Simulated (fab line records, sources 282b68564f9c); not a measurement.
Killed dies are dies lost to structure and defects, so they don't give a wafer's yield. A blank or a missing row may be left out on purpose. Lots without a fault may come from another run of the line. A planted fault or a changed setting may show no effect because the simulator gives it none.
A struck lot beside a sound one | flow rit_cmos | 35 steps out of a route of 202
Sound: wafers L262.1, L262.2, L262.4. Struck: wafers L257.1, L257.2, L257.5. The cause comes at the end.
At each step with rows: each side's tool, then ch and its chambers, then its first start. Under that, the readings that differ: sound wafers | struck wafers | difference of the means | sigmas: that difference in standard deviations of wafers without a fault.
alike: readings whose means differ by less than 2 such deviations, and words and numbers that are the same on both sides. not compared: withheld readings, readings that some wafer has no value for, bounds like >300 that may hide the same value, and numbers for which the record gives no deviation and whose values overlap.
The two part at a step that has a row with sigmas, a row that says differs or no value, or rows on one side only. Numbers that don't overlap but have no deviation are shown without sigmas and don't part them. A reading that every wafer of one side lacks parts them only if that side has two wafers or more.

first, 4 steps without rows for these wafers: RIT_ACTIVE_CLEAN_15 (cleans in SC1, time 600 s); RIT_ACTIVE_CLEAN_16 (cleans in dHF, time 30 s); RIT_ACTIVE_CLEAN_17 (cleans in SC2, time 600 s); RIT_FOX1_OXIDATION_00 (target thk 350.7 nm, ox time 1130 s).
RIT_FOX1_THK_MEAS_01:
  sound on film_metro-03, day 4 16:43; struck on film_metro-01, day 3 15:27
  alike: FOX1_OXIDE_THK
then, 2 steps without rows for these wafers: RIT_FOX1_WET_ETCH_02 (etches SiO2 in BOE, target depth 350 nm, time 390 s); RIT_FOX2_OXIDATION_00 (target thk 350.7 nm, ox time 1130 s).
RIT_FOX2_THK_MEAS_01:
  sound on film_metro-04, day 4 18:16; struck on film_metro-03, day 3 18:07
  alike: FOX2_OXIDE_THK
then, 2 steps without rows for these wafers: RIT_FOX2_CLEAN_02 (cleans in dHF, time 180 s); RIT_FOX2_WET_ETCH_03 (etches Si3N4 in H3PO4, target depth 195 nm, time 2700 s).
RIT_FOX2_THK_MEAS_90:
  sound on film_metro-01, day 4 19:09; struck on film_metro-01, day 3 18:59
  alike: FIELD_OXIDE_LEFT_1_THK
then, 1 step without rows for these wafers: RIT_NWELL_HMDS_00 (prime time 60 s).
RIT_NWELL_COAT_01: resist thk 1300 nm.
  sound on litho_track-04 ch 0, day 4 19:27; struck on litho_track-02, day 3 19:12
  no value came back on the struck wafers for chill_plate_temp_C (C), dispense_pressure_kPa (kPa); on the sound wafers chill_plate_temp_C (C) reads 22.92 22.97 22.97
then, 4 steps without rows for these wafers: RIT_NWELL_SOFTBAKE_02 (time 60 s); RIT_NWELL_EXPOSE_03 (exposes mask M2, target cd 43900 nm); RIT_NWELL_PEB_04; RIT_NWELL_DEVELOP_05 (develop time 68 s).
RIT_NWELL_OVL_MEAS_06:
  sound on overlay-01, day 4 20:18; struck on overlay-01, day 3 20:03
  reading        | sound        | struck | difference                    | sigmas
  NWELL_OVL (nm) | -0.1 0.5 0.5 | - - -  | no value on the struck wafers |
then, 2 steps without rows for these wafers: RIT_NWELL_HARDBAKE_07 (time 120 s); RIT_NWELL_IMPLANT_08.
RIT_NWELL_STRIP_09: strips in O2, time 180 s.
  sound on plasma_asher-01 ch 0,1, day 4 20:44; struck on plasma_asher-01 ch 0,1, day 3 20:29
  alike: drypump_motor_current_A, rf_refl_power_W
  not compared: rf_hours_counter_h
RIT_NWELL_TW_MEAS_10:
  sound on film_metro-04, day 4 20:55; struck on film_metro-01, day 3 20:40
  alike: NWELL_TW
then, 6 steps without rows for these wafers: RIT_PWELL_HMDS_00 (prime time 60 s); RIT_PWELL_COAT_01 (resist thk 1300 nm); RIT_PWELL_SOFTBAKE_02 (time 60 s); RIT_PWELL_EXPOSE_03 (exposes mask M3, target cd 43700 nm); RIT_PWELL_PEB_04; RIT_PWELL_DEVELOP_05 (develop time 68 s).
RIT_PWELL_OVL_MEAS_06:
  sound on overlay-02, day 4 21:59; struck on overlay-02, day 3 21:36
  alike: PWELL_OVL
then, 2 steps without rows for these wafers: RIT_PWELL_HARDBAKE_07 (time 120 s); RIT_PWELL_IMPLANT_08.
RIT_PWELL_STRIP_09: strips in O2, time 180 s.
  sound on plasma_asher-03 ch 0,1, day 4 22:25; struck on plasma_asher-02 ch 0,1, day 3 22:02
  alike: drypump_motor_current_A, rf_refl_power_W
  not compared: rf_hours_counter_h
RIT_PWELL_TW_MEAS_10:
  sound on film_metro-02, day 4 22:35; struck on film_metro-04, day 3 22:13
  reading  | sound       | struck         | difference | sigmas
  PWELL_TW | 947 947 944 | 2211 2210 2231 | +1271      | +99 or more
then, 1 step without rows for these wafers: RIT_WELLDRIVE_ANNEAL_00 (time 14700 s).
RIT_M1_PROBE_99:
  the record has rows for the struck wafers here (prober-01, day 5 10:57) and none for the sound ones

WHERE THEY PART
First at RIT_NWELL_COAT_01; last, within this record, at RIT_M1_PROBE_99.

WHY: what the simulator had put in
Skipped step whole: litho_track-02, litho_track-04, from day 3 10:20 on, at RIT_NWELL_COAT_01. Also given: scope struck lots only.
